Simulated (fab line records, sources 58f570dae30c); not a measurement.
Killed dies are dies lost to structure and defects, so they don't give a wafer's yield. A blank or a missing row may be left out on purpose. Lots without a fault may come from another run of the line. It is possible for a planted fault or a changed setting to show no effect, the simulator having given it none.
Which of the tools did it? | flow berkeley cmos170 | Sampling: 24 lots, 72 wafers, 6 of 331 route steps

WHAT EACH GAUGE READ, for each wafer
UCB170_ACTIVE_CD_MEAS_90: the cd target is 1200 nm.
lot  | measured    | on        | cd nm (nm)
L075 | day 4 08:02 | cd sem-02 | 1199.7 1200.3 1199.7
L074 | day 4 08:09 | cd sem-02 | 1200.9 1200.1 1200.2
L077 | day 4 17:14 | cd sem-02 | 1201.4 1200.3 1200.3
L076 | day 4 17:38 | cd sem-01 | 1198.7 1199.0 1198.8
L078 | day 5 04:40 | cd sem-01 | 1198.3 1197.1 1197.3
L079 | day 5 07:12 | cd sem-02 | 1199.2 1199.6 1198.2
L080 | day 5 07:14 | cd sem-01 | 1199.1 1198.3 1198.6
L082 | day 5 23:34 | cd sem-01 | 1199.2 1199.5 1198.3
L081 | day 5 23:58 | cd sem-01 | 1198.6 1197.9 1199.6
L083 | day 6 06:01 | cd sem-02 | 1195.7 1197.4 1197.2
L084 | day 6 09:53 | cd sem-01 | 1198.3 1198.7 1199.8
L085 | day 6 10:04 | cd sem-01 | 1197.3 1198.4 1199.2
L086 | day 7 02:37 | cd sem-01 | 1199.8 1198.0 1197.9
L088 | day 7 02:49 | cd sem-01 | 1199.2 1198.5 1198.6
L087 | day 7 03:10 | cd sem-01 | 1201.3 1200.9 1200.1
L090 | day 7 13:27 | cd sem-02 | 1201.0 1200.8 1199.3
L089 | day 7 13:31 | cd sem-01 | 1198.9 1200.6 1197.8
L091 | day 7 13:40 | cd sem-02 | 1200.4 1200.4 1198.8
L092 | day 7 19:45 | cd sem-01 | 1196.8 1198.2 1199.0
L093 | day 8 08:03 | cd sem-01 | 1200.6 1200.7 1199.7
L096 | day 8 17:07 | cd sem-01 | 1199.7 1199.4 1199.5
L095 | day 8 17:19 | cd sem-01 | 1200.7 1200.4 1199.2
L094 | day 8 17:29 | cd sem-01 | 1201.6 1201.5 1202.0
L097 | day 8 23:49 | cd sem-01 | 1202.4 1200.4 1202.2

UCB170_NVT_OVL_MEAS_06.
lot  | measured     | on         | NVT_OVL (nm)
L075 | day 5 11:41  | overlay-02 | 10 3 7
L074 | day 5 11:25  | overlay-02 | -6 -12 -2
L077 | day 5 16:00  | overlay-02 | 6 10 -4
L076 | day 5 16:17  | overlay-02 | -3 5 -2
L078 | day 6 05:04  | overlay-02 | -2 -1 -6
L079 | day 6 11:01  | overlay-02 | -2 1 -1
L080 | day 6 11:17  | overlay-02 | 21 21 11
L082 | day 7 01:59  | overlay-02 | 1 -4 5
L081 | day 7 02:14  | overlay-01 | 5 -1 14
L083 | day 7 12:08  | overlay-02 | 5 7 10
L084 | day 7 17:55  | overlay-01 | 2 -2 -6
L085 | day 7 18:09  | overlay-02 | 14 -3 7
L086 | day 8 11:37  | overlay-02 | 5 0 17
L088 | day 8 11:44  | overlay-01 | 10 12 1
L087 | day 8 11:51  | overlay-02 | 11 16 7
L090 | day 8 23:04  | overlay-01 | -1 7 2
L089 | day 8 23:20  | overlay-02 | 4 8 1
L091 | day 8 23:37  | overlay-02 | 5 -1 1
L092 | day 9 05:11  | overlay-02 | -5 4 -1
L093 | day 9 17:45  | overlay-01 | 3 -3 7
L096 | day 10 00:32 | overlay-01 | 0 3 4
L095 | day 10 00:24 | overlay-02 | -5 2 -2
L094 | day 10 00:10 | overlay-01 | 11 16 -1
L097 | day 10 13:51 | overlay-01 | 6 5 6

UCB170_GATE_OVL_MEAS_13.
lot  | measured     | on         | GATE_OVL (nm)
L075 | day 6 04:28  | overlay-02 | -5 9 0
L074 | day 6 05:11  | overlay-02 | 2 -1 5
L077 | day 6 04:53  | overlay-02 | -1 -1 -8
L076 | day 6 05:07  | overlay-02 | 4 10 2
L078 | day 6 18:47  | overlay-02 | -9 -13 -5
L079 | day 7 03:44  | overlay-01 | 11 14 19
L080 | day 7 04:01  | overlay-02 | -1 4 2
L082 | day 7 17:40  | overlay-02 | -2 5 -3
L081 | day 7 17:24  | overlay-01 | 4 5 7
L083 | day 8 06:02  | overlay-02 | 9 15 10
L084 | day 8 12:33  | overlay-02 | -2 -4 0
L085 | day 8 12:49  | overlay-01 | 2 7 5
L086 | day 9 01:59  | overlay-02 | 3 0 -6
L088 | day 9 02:07  | overlay-01 | -2 4 6
L087 | day 9 02:21  | overlay-02 | -3 -5 -4
L090 | day 9 16:04  | overlay-02 | 6 6 2
L089 | day 9 16:17  | overlay-02 | 2 11 10
L091 | day 9 16:10  | overlay-01 | 1 6 -4
L092 | day 9 22:09  | overlay-02 | 8 11 7
L093 | day 10 13:42 | overlay-02 | -6 -5 -1
L096 | day 10 18:34 | overlay-01 | 2 -1 1
L095 | day 10 18:23 | overlay-01 | -1 -6 1
L094 | day 10 18:23 | overlay-02 | -1 -3 6
L097 | day 11 04:07 | overlay-02 | 4 1 7

UCB170_NLDD_CD_MEAS_06: the cd target is 1200 nm.
lot  | measured     | on        | cd nm (nm)
L075 | day 6 09:55  | cd sem-02 | 1199.9 1201.3 1199.7
L074 | day 6 10:47  | cd sem-01 | 1198.8 1201.0 1200.2
L077 | day 6 10:07  | cd sem-02 | 1199.9 1199.1 1199.4
L076 | day 6 10:40  | cd sem-02 | 1198.6 1200.0 1199.1
L078 | day 7 00:19  | cd sem-01 | 1200.5 1200.3 1200.2
L079 | day 7 07:31  | cd sem-02 | 1200.0 1198.1 1200.5
L080 | day 7 07:50  | cd sem-02 | 1198.7 1200.5 1199.6
L082 | day 7 22:40  | cd sem-01 | 1200.2 1201.3 1199.9
L081 | day 7 23:23  | cd sem-01 | 1201.9 1202.0 1201.2
L083 | day 8 09:19  | cd sem-01 | 1198.4 1198.9 1197.3
L084 | day 8 17:21  | cd sem-02 | 1198.8 1199.4 1199.8
L085 | day 8 17:27  | cd sem-02 | 1201.1 1200.7 1200.9
L086 | day 9 05:50  | cd sem-02 | 1197.6 1195.5 1197.7
L088 | day 9 06:10  | cd sem-01 | 1198.4 1198.8 1198.9
L087 | day 9 06:28  | cd sem-02 | 1201.2 1200.6 1201.3
L090 | day 9 19:25  | cd sem-02 | 1201.4 1200.0 1200.3
L089 | day 9 19:43  | cd sem-02 | 1197.8 1196.5 1198.8
L091 | day 9 19:37  | cd sem-01 | 1200.1 1199.1 1199.5
L092 | day 10 03:03 | cd sem-02 | 1199.5 1200.5 1200.4
L093 | day 10 17:40 | cd sem-02 | 1199.8 1201.2 1199.8
L096 | day 10 22:20 | cd sem-02 | 1199.2 1198.2 1198.8
L095 | day 10 22:07 | cd sem-01 | 1201.5 1202.2 1203.2
L094 | day 10 22:04 | cd sem-02 | 1202.5 1202.2 1201.5
L097 | day 11 08:45 | cd sem-01 | 1198.3 1198.1 1198.3

UCB170_CONTACT_CD_MEAS_90: the cd target is 700 nm.
lot  | measured     | on        | cd nm (nm)
L075 | day 7 05:34  | cd sem-02 | 700.9 700.5 700.6
L074 | day 7 07:16  | cd sem-02 | 701.0 700.2 698.9
L077 | day 7 06:58  | cd sem-01 | 700.5 700.6 702.4
L076 | day 7 07:08  | cd sem-02 | 698.8 698.8 698.8
L078 | day 7 16:22  | cd sem-01 | 701.6 701.1 702.8
L079 | day 8 02:40  | cd sem-01 | 702.4 703.5 703.1
L080 | day 8 03:18  | cd sem-02 | 697.2 698.2 700.6
L082 | day 8 19:46  | cd sem-02 | 697.7 696.6 698.3
L081 | day 8 20:02  | cd sem-01 | 700.8 697.6 698.1
L083 | day 8 22:49  | cd sem-01 | 700.9 699.8 697.4
L084 | day 9 11:20  | cd sem-01 | 701.8 700.5 702.4
L085 | day 9 13:02  | cd sem-01 | 700.3 701.8 700.6
L086 | day 9 20:55  | cd sem-02 | 700.9 700.2 699.7
L088 | day 9 22:03  | cd sem-02 | 698.6 698.0 699.2
L087 | day 9 22:17  | cd sem-01 | 700.7 701.1 700.0
L090 | day 10 16:06 | cd sem-01 | 702.0 699.3 698.9
L089 | day 10 16:18 | cd sem-02 | 696.6 697.4 699.0
L091 | day 10 16:26 | cd sem-01 | 699.4 700.4 697.3
L092 | day 10 22:49 | cd sem-01 | 701.2 701.4 699.4
L093 | day 11 11:35 | cd sem-02 | 698.1 700.7 699.8
L096 | day 11 17:25 | cd sem-01 | 700.9 700.8 702.1
L095 | day 11 17:20 | cd sem-02 | 696.7 698.5 698.2
L094 | day 11 17:07 | cd sem-01 | 700.3 701.1 699.1
L097 | day 12 00:39 | cd sem-01 | 702.5 701.3 702.2

UCB170_M3_CD_MEAS_15: the cd target is 700 nm.
lot  | measured     | on        | cd nm (nm)
L075 | day 8 01:59  | cd sem-01 | 701.3 699.8 701.2
L074 | day 8 02:23  | cd sem-02 | 700.1 700.0 700.2
L077 | day 8 01:17  | cd sem-01 | 700.1 699.5 699.9
L076 | day 8 02:10  | cd sem-02 | 700.0 699.3 699.6
L078 | day 8 12:52  | cd sem-01 | 699.5 699.7 697.8
L079 | day 8 20:03  | cd sem-02 | 702.2 699.7 698.7
L080 | day 8 20:31  | cd sem-01 | 697.9 698.0 700.0
L082 | day 9 13:48  | cd sem-01 | 699.8 699.0 699.7
L081 | day 9 13:16  | cd sem-01 | 700.8 699.8 698.7
L083 | day 9 16:59  | cd sem-01 | 702.0 700.7 701.8
L084 | day 10 05:12 | cd sem-02 | 701.9 700.9 699.5
L085 | day 10 05:27 | cd sem-01 | 698.7 701.6 701.2
L086 | day 10 13:34 | cd sem-01 | 699.6 699.8 700.1
L088 | day 10 14:24 | cd sem-01 | 699.5 700.5 700.3
L087 | day 10 14:39 | cd sem-02 | 700.8 700.5 699.7
L090 | day 11 11:53 | cd sem-01 | 696.9 697.8 698.3
L089 | day 11 12:05 | cd sem-02 | 700.8 699.3 700.2
L091 | day 11 12:32 | cd sem-02 | 698.7 698.6 698.4
L092 | day 11 17:02 | cd sem-02 | 700.0 699.5 699.5
L093 | day 12 03:49 | cd sem-01 | 698.6 697.4 698.7
L096 | day 12 10:32 | cd sem-02 | 698.5 697.4 698.4
L095 | day 12 10:10 | cd sem-01 | 698.4 698.0 697.6
L094 | day 12 09:55 | cd sem-02 | 698.4 698.6 698.3
L097 | day 12 20:10 | cd sem-02 | 700.3 699.3 700.5

WHAT TOOL EACH LOT RAN ON (gives the tool, then ch and the chambers of the sampled wafers, and finally the start)
The record shows no process step preceding these readings.

AS READ BY THE TOOLS THEMSELVES (means over the sampled wafers that have a number; for cases with no such wafer, the mark the record gives instead)
The record holds no such reading with a usual standard deviation.

THE ANSWER, worked out from the rows above alone
Rule: the usual values come from the lots themselves. Put in order of their means at a reading, lots are off if they are a third of the lots or fewer, leave a main group of 4 or more, and stand apart from it by a gap of 3 or more times the standard deviation of the main group's means; of several such gaps the widest counts. A main group is skipped when, at the precision printed for the reading in the tables above, its means are all equal. Also off: a lot with no number at a reading for which 4 or more lots have one. Any other lot the step has rows for is counted as sound. The gauges are gone through in route order, then the tools' own readings, and for those a lot's mean is taken as printed above. The first step at which some lot is off is used, and at that step the reading that is off furthest; a lot without a number counts as furthest.
None of the lots is off at any reading shown; this tells nothing.

WHAT HAD BEEN PUT IN BY THE SIMULATOR
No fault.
